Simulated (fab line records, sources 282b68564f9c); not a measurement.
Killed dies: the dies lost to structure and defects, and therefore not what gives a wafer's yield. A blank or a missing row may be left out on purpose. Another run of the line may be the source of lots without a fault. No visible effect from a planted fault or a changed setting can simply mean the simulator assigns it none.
fab line records ; flow rit-cmos
[record] lots = 6; wafers = 18; last-day = 7
route steps=202 shown ACTIVE@10 FOX1@20
lots untouched by any fault: they come from a run of this same line in which no faults occurred
start-h: start of the lot's first displayed wafer, in hours after the record's first day ; wait-h: how many hours have passed since the lot's step before this one ; " identical to the entry in the row above ; L1.1+2: a single row standing in for several wafers ; - no value present, or no start provided ; * or withheld: withheld ; < > ~ a bound
route shown NAME@n: names a module that has steps shown in the file, with the first one's number in the route ; usual: mean/standard deviation of fault-free wafers ; same: alike in all rows ; chamber/n: place in a boat ; sites: each site's reading ; _std_site: the values' standard deviation ; _edge_site: outer sites' mean less inner sites' ; radius-mm: for every site, how far away it sits from the centre of the wafer ; mask NAME#n: copy n ; behind: tool/chamber where the wafer was last shaped ; hold: the reason the lot was held/the length of the hold in hours/how it ended ; device: the n, p or np transistor that did not switch ; end of line: at the end of the route, the tests of the same wafers ; where a step has no rows: the recipe by itself ; killed: dies lost to structure and defects at the first sort, not the wafer's yield ; map: a wafer's dies, x killed, . not, _ none there
set.NAME: the setting as run; set.NAME@STEP: as run at that earlier step ; model.NAME: the simulator's own value behind a step, which no gauge read
lots at selected steps of the route; one table per step, one row per wafer
services: the hour from which a tool's chamber was out of use, counted from the record's first day as start-h (under 0 if before that day), plus the number of hours and why
[[steps]]
[step RIT_ACTIVE_PEB_09]
[recipe] resist = NOVOLAK; temp-c = withheld; time-s = withheld
[step RIT_ACTIVE_DEVELOP_10]
[recipe] resist = NOVOLAK; develop-time-s = 50; dev-temp-c = 23
[step RIT_ACTIVE_CD_MEAS_11]
[recipe] target-cd-nm = 1400
[usual] cd-nm = 1400.3/2.2
lot.wafer;tool;chamber;start-h;wait-h;cd-nm
L759.2;cd-sem-02;-;26.49;-;1402.0
L759.4;cd-sem-02;-;26.49;-;1401.5
L759.6;cd-sem-02;-;26.49;-;1402.0
L760.1;cd-sem-01;-;31.22;-;1400.8
L760.4;cd-sem-01;-;31.22;-;1402.7
L760.5;cd-sem-01;-;31.22;-;1403.8
L762.3;cd-sem-01;-;39.49;-;1401.3
L762.4;cd-sem-01;-;39.49;-;1400.7
L762.5;cd-sem-01;-;39.49;-;1400.9
L771.2;cd-sem-02;-;84.76;-;1398.3
L771.5;cd-sem-02;-;84.76;-;1396.9
L771.6;cd-sem-02;-;84.76;-;1399.1
L776.1;cd-sem-01;-;111.58;-;1402.3
L776.5;cd-sem-01;-;111.58;-;1398.0
L776.6;cd-sem-01;-;111.58;-;1399.4
L777.1;cd-sem-01;-;114.58;-;1401.3
L777.4;cd-sem-01;-;114.58;-;1400.7
L777.6;cd-sem-01;-;114.58;-;1399.5
[step RIT_ACTIVE_HARDBAKE_12]
[recipe] resist = NOVOLAK; temp-c = 140; time-s = 60
[step RIT_ACTIVE_ETCH_13]
[recipe] stop-on = SiO2; chemistry = SF6; target = Si3N4; time-s = 210; over-etch-frac = 0.4; SF6_flow_sccm = 200; pressure-mtorr = 260; rf-w = 125; target-depth-a = 2100
[usual] SF6_flow_sccm = 200.0/0.7; chamber-pressure-mTorr = 259.99/0.22; drypump-motor-current-A = 5.9/0.36; oes-product-au = 0.826/0.015; throttle-valve-pct = 7.44/0.11
lot.wafer;tool;chamber;start-h;wait-h;SF6_flow_sccm;chamber-pressure-mTorr;drypump-motor-current-A;oes-product-au;rf-hours-counter-h;throttle-valve-pct
L759.2;rie-diel-04;0;26.88;0.1;200.7;259.96;6.0;0.818;90;7.68
L759.4;rie-diel-04;3;26.88;0.1;200.4;259.92;5.9;0.804;-;7.44
L759.6;rie-diel-04;0;26.88;0.1;200.9;260.11;6.0;0.821;-;7.67
L760.1;rie-diel-03;0;31.49;0.1;198.8;259.97;5.3;0.840;126;7.39
L760.4;rie-diel-03;3;31.49;0.1;200.1;259.81;5.9;0.834;82;7.37
L760.5;rie-diel-03;3;31.49;0.1;200.3;259.70;5.9;0.843;-;7.33
L762.3;rie-diel-04;1;39.72;0.1;200.3;260.02;6.6;0.821;83;7.43
L762.4;rie-diel-04;0;39.72;0.1;199.8;259.92;6.0;0.825;-;7.69
L762.5;rie-diel-04;3;39.72;0.1;198.8;259.88;5.8;0.811;-;7.44
L771.2;rie-diel-02;1;85.01;0.1;200.2;260.19;6.1;0.823;21;7.26
L771.5;rie-diel-02;0;85.01;0.1;200.7;260.16;6.2;0.838;-;7.48
L771.6;rie-diel-02;3;85.01;0.1;200.8;260.32;5.8;0.804;-;7.64
L776.1;rie-diel-02;0;111.88;0.1;199.4;260.22;6.1;0.835;5;7.48
L776.5;rie-diel-02;1;111.88;0.1;200.0;259.94;6.1;0.809;-;7.24
L776.6;rie-diel-02;2;111.88;0.1;199.5;259.89;5.7;0.814;-;7.44
L777.1;rie-diel-04;2;114.85;0.1;199.4;259.88;5.4;0.829;121;7.43
L777.4;rie-diel-04;0;114.85;0.1;199.0;260.08;6.0;0.821;91;7.69
L777.6;rie-diel-04;3;114.85;0.1;199.7;259.86;5.8;0.800;-;7.44
[step RIT_ACTIVE_STRIP_14]
[recipe] chemistry = O2; time-s = 180; resist = NOVOLAK; platen-temp-c = withheld; power-w = 500; pressure-mtorr = 4000; o2-flow-sccm = 4000
[usual] drypump-motor-current-A = 5.5/0.35; o2-flow-sccm = 4001/13
lot.wafer;tool;chamber;start-h;wait-h;drypump-motor-current-A;o2-flow-sccm;rf-hours-counter-h
L759.2;plasma-asher-03;1;27.01;0.1;5.5;3999;38
L759.4;plasma-asher-03;1;27.01;0.1;5.5;3989;-
L759.6;plasma-asher-03;0;27.01;0.1;5.1;3991;-
L760.1;plasma-asher-03;0;31.62;0.1;5.1;3980;38
L760.4;plasma-asher-03;0;31.62;0.1;5.1;3994;-
L760.5;plasma-asher-03;0;31.62;0.1;5.1;4001;-
L762.3;plasma-asher-01;1;39.91;0.1;5.8;4006;-
L762.4;plasma-asher-01;0;39.91;0.1;5.9;3992;-
L762.5;plasma-asher-01;0;39.91;0.1;5.9;3984;-
L771.2;plasma-asher-01;1;85.15;0.1;5.8;4013;45
L771.5;plasma-asher-01;0;85.15;0.1;5.9;4000;-
L771.6;plasma-asher-01;1;85.15;0.1;5.8;4015;-
L776.1;plasma-asher-03;0;112.01;0.1;5.2;4009;47
L776.5;plasma-asher-03;0;112.01;0.1;5.1;4008;-
L776.6;plasma-asher-03;1;112.01;0.1;5.5;4025;-
L777.1;plasma-asher-02;0;114.98;0.1;5.6;4020;46
L777.4;plasma-asher-02;0;114.98;0.1;5.6;4015;-
L777.6;plasma-asher-02;1;114.98;0.1;4.9;3996;-
[step RIT_ACTIVE_CD_MEAS_90]
[recipe] target-cd-nm = 1400
[usual] cd-nm = 1400.3/2.2
lot.wafer;tool;chamber;start-h;wait-h;cd-nm
L759.2;cd-sem-02;-;27.20;0.1;1402.1
L759.4;cd-sem-02;-;27.20;0.1;1401.4
L759.6;cd-sem-02;-;27.20;0.1;1402.0
L760.1;cd-sem-02;-;31.79;0.1;1401.3
L760.4;cd-sem-02;-;31.79;0.1;1402.7
L760.5;cd-sem-02;-;31.79;0.1;1403.3
L762.3;cd-sem-02;-;40.07;0.1;1401.9
L762.4;cd-sem-02;-;40.07;0.1;1400.6
L762.5;cd-sem-02;-;40.07;0.1;1400.9
L771.2;cd-sem-01;-;85.34;0.1;1398.5
L771.5;cd-sem-01;-;85.34;0.1;1397.2
L771.6;cd-sem-01;-;85.34;0.1;1398.8
L776.1;cd-sem-01;-;112.18;0.1;1402.2
L776.5;cd-sem-01;-;112.18;0.1;1398.0
L776.6;cd-sem-01;-;112.18;0.1;1399.5
L777.1;cd-sem-01;-;115.16;0.1;1401.4
L777.4;cd-sem-01;-;115.16;0.1;1400.2
L777.6;cd-sem-01;-;115.16;0.1;1399.7
[step RIT_ACTIVE_CLEAN_15]
[recipe] chemistry = SC1; mix = 3:3:50; time-s = 600; temp-c = 75
[step RIT_ACTIVE_CLEAN_16]
[recipe] chemistry = dHF; dilution = 50:1; time-s = 30
[step RIT_ACTIVE_CLEAN_17]
[recipe] chemistry = SC2; mix = 3:3:50; time-s = 600; temp-c = 75; dry = n2-spin
[step RIT_FOX1_OXIDATION_00]
[recipe] temp-c = 1100; ambient = H2O; target-thk-a = 3507; p-h2o-torr = 720; ox-time-s = 1130
[step RIT_FOX1_THK_MEAS_01]
[recipe] reads = SiO2_of_FOX1_OXIDATION_00
[usual] FOX1_OXIDE_THK = 351/9.6
lot.wafer;tool;chamber;start-h;wait-h;FOX1_OXIDE_THK[nm]
L759.2;film-metro-02;-;29.17;0.0;353
L759.4;film-metro-02;-;29.17;0.0;361
L759.6;film-metro-02;-;29.17;0.0;359
L760.1;film-metro-02;-;33.95;0.0;354
L760.4;film-metro-02;-;33.95;0.0;357
L760.5;film-metro-02;-;33.95;0.0;355
L762.3;film-metro-01;-;43.85;0.0;326
L762.4;film-metro-01;-;43.85;0.0;328
L762.5;film-metro-01;-;43.85;0.0;325
L771.2;film-metro-04;-;87.60;0.0;349
L771.5;film-metro-04;-;87.60;0.0;353
L771.6;film-metro-04;-;87.60;0.0;349
L776.1;film-metro-04;-;115.31;0.0;355
L776.5;film-metro-04;-;115.31;0.0;353
L776.6;film-metro-04;-;115.31;0.0;353
L777.1;film-metro-01;-;117.20;0.0;362
L777.4;film-metro-01;-;117.20;0.0;355
L777.6;film-metro-01;-;117.20;0.0;362
[step RIT_FOX1_WET_ETCH_02]
[recipe] chemistry = BOE; target-depth-nm = 350; time-s = 390; temp-c = 21.5; dry = n2-spin; dilution = 10:1; target = SiO2
[usual] bath-heat-duty-pct = 1.7/0.4; run-length-s = 418/3.8
lot.wafer;tool;chamber;start-h;wait-h;bath-heat-duty-pct;run-length-s;model.SiO2_of_FOX1_OXIDATION_00.thk-nm;model.Si3N4_of_ACTIVE_CVD_03.thk-nm
L759.2;wet-bench-01;1;29.22;0.0;-;-;353.7;141.6
L759.4;wet-bench-01;1;29.22;0.0;-;-;360.9;142.4
L759.6;wet-bench-01;1;29.22;0.0;-;-;358.8;142.9
L760.1;wet-bench-02;2;34.01;0.1;-;-;354.1;142.9
L760.4;wet-bench-02;2;34.01;0.1;-;-;356.6;142.1
L760.5;wet-bench-02;2;34.01;0.1;-;-;354.6;141.5
L762.3;wet-bench-02;1;43.89;0.0;1.6;415;0;137.9
L762.4;wet-bench-02;1;43.89;0.0;1.7;415;0;139.7
L762.5;wet-bench-02;1;43.89;0.0;2.7;415;0;138.6
L771.2;wet-bench-02;0;87.65;0.0;1.2;416;0;140.3
L771.5;wet-bench-02;0;87.65;0.0;2.0;416;0;139.9
L771.6;wet-bench-02;0;87.65;0.0;1.6;416;0;140.5
L776.1;wet-bench-02;3;115.37;0.1;2.4;423;0;136.9
L776.5;wet-bench-02;3;115.37;0.1;1.8;423;0;136.8
L776.6;wet-bench-02;3;115.37;0.1;2.1;423;0;137.3
L777.1;wet-bench-03;0;117.26;0.1;2.5;415;0;138.1
L777.4;wet-bench-03;0;117.26;0.1;1.8;415;0;137.5
L777.6;wet-bench-03;0;117.26;0.1;1.2;415;0;137.3
[[services]]
tool;chamber;start-h;hours;kind
wet-bench-03;-;10.26;0.8;repair
rie-diel-04;2;14.79;2.4;repair
rie-diel-04;1;19.58;10.2;repair
rie-diel-04;2;30.47;10.7;repair
wet-bench-01;-;41.14;2.9;repair
rie-diel-03;3;47.04;21.2;repair
rie-diel-03;1;65.27;17.5;repair
plasma-asher-02;-;75.76;0.5;repair
plasma-asher-01;-;81.88;3.2;repair
rie-diel-03;-;85.17;14.6;pm
rie-diel-04;-;91.95;0.8;repair
plasma-asher-01;-;108.75;9.0;pm
plasma-asher-01;0;108.75;9.0;vent-cycle
plasma-asher-01;1;108.75;9.0;vent-cycle
plasma-asher-01;-;110.76;0.7;repair
[[key]]
[first-sign] step = RIT_FOX1_WET_ETCH_02; reading = tool-record; direction = missing
effect none on later readings
[model-effect] step = RIT_FOX1_WET_ETCH_02; value = SiO2_of_FOX1_OXIDATION_00.thk-nm; without = 0; struck = 356.4
met-at RIT_FOX1_WET_ETCH_02
struck-wafers L759.2,L759.4,L759.6,L760.1,L760.4,L760.5
later-rows-left-out L759.2,L759.4,L759.6,L760.1,L760.4,L760.5
sort-left-out L759.2,L759.4,L759.6,L760.1,L760.4,L760.5
tester-left-out L759,L760
[fault] kind = skipped-step-whole; tool = wet-bench-01,wet-bench-02; chamber = -; onset-h = 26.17; steps = RIT_FOX1_WET_ETCH_02; scope = struck-lots-only
// tester-left-out: of these lots the tester's yield and bins aren't shown, on N5 and GAA mostly nor the transistor test; their killed dies are dies lost to structure and defects alone, not to doping, threshold or leakage, so they don't give the yield
// sort-left-out: the simulated sort isn't trusted on such a fault, so these wafers' sort isn't shown, and their yield isn't known
// later-rows-left-out: the simulator's readings of these wafers behind a module that went badly wrong aren't trusted and aren't shown, but for the sort
